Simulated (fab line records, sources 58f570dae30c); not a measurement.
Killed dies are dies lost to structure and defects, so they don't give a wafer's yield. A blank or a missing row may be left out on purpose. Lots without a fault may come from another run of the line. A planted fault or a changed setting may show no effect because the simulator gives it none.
Chamber matching | flow berkeley_cmos170 | UCB170_GATE_ETCH_15 on rie_si-02: 4 sister chambers
The step etches poly-Si in HBr/Cl2, stops on SiO2, time 56.3 s, target depth 278.2 nm. 16 wafers are shown with their chamber, then 8 later ones without.

WAFERS WITH THEIR CHAMBER
wafer  | chamber | drypump_motor_current_A (A) | throttle_valve_pct (%) | oes_product_au (a.u.)
L494.2 | 2       | 5.9                         | 26.63                  | 0.857
L494.3 | 0       | 4.9                         | 26.62                  | 0.844
L494.5 | 1       | 5.1                         | 26.41                  | 0.836
L499.1 | 1       | 5.1                         | 26.40                  | 0.834
L499.2 | 3       | 6.5                         | 26.64                  | 0.839
L499.3 | 2       | 5.9                         | 26.62                  | 0.838
L497.1 | 2       | 5.9                         | 26.61                  | 0.850
L497.3 | 1       | 5.2                         | 26.40                  | 0.841
L497.4 | 3       | 6.4                         | 26.67                  | 0.848
L501.1 | 2       | 5.9                         | 26.62                  | 0.859
L501.2 | 3       | 6.4                         | 26.67                  | 0.836
L501.3 | 1       | 5.1                         | 26.40                  | 0.833
L503.2 | 1       | 5.2                         | 26.41                  | 0.830
L503.4 | 0       | 4.9                         | 26.62                  | 0.837
L503.5 | 1       | 5.2                         | 26.39                  | 0.834
L506.3 | 0       | 4.9                         | 26.64                  | 0.840

SIGNATURES (means of the wafers above)
reading                 | chamber 0 | chamber 1 | chamber 2 | chamber 3 | scatter within a chamber
drypump_motor_current_A | 4.900     | 5.150     | 5.900     | 6.433     | 0.0425
throttle_valve_pct      | 26.6267   | 26.4017   | 26.6200   | 26.6600   | 0.0106
oes_product_au          | 0.84033   | 0.83467   | 0.85100   | 0.84100   | 0.00606
Rule: a wafer's distance from a chamber is the root of the sum, over the readings, of the square of ((its reading less the chamber's mean) divided by the reading's scatter). The wafer belongs to the nearest chamber; if the next one is less than 2 further off, it can't be placed. The scatter: the root of (the sum of the squares of (reading less its chamber's mean) over the shown wafers, divided by (wafers less chambers)).

WAFERS WITHOUT THEIR CHAMBER
wafer  | drypump_motor_current_A (A) | throttle_valve_pct (%) | oes_product_au (a.u.)
L506.4 | 5.9                         | 26.62                  | 0.845
L506.5 | 6.4                         | 26.66                  | 0.827
L507.1 | 5.2                         | 26.41                  | 0.832
L507.2 | 4.9                         | 26.63                  | 0.840
L507.5 | 5.1                         | 26.39                  | 0.825
L514.1 | 5.2                         | 26.41                  | 0.834
L514.3 | 5.9                         | 26.62                  | 0.862
L514.5 | 4.9                         | 26.63                  | 0.852

WHICH CHAMBER EACH WENT THROUGH
wafer  | from the rows above | in truth
L506.4 | 2                   | 2
L506.5 | 3                   | 3
L507.1 | 1                   | 1
L507.2 | 0                   | 0
L507.5 | 1                   | 1
L514.1 | 1                   | 1
L514.3 | 2                   | 2
L514.5 | 0                   | 0
Placed correctly: 8 of 8. Can't be placed from these rows: 0. Placed wrongly: 0.
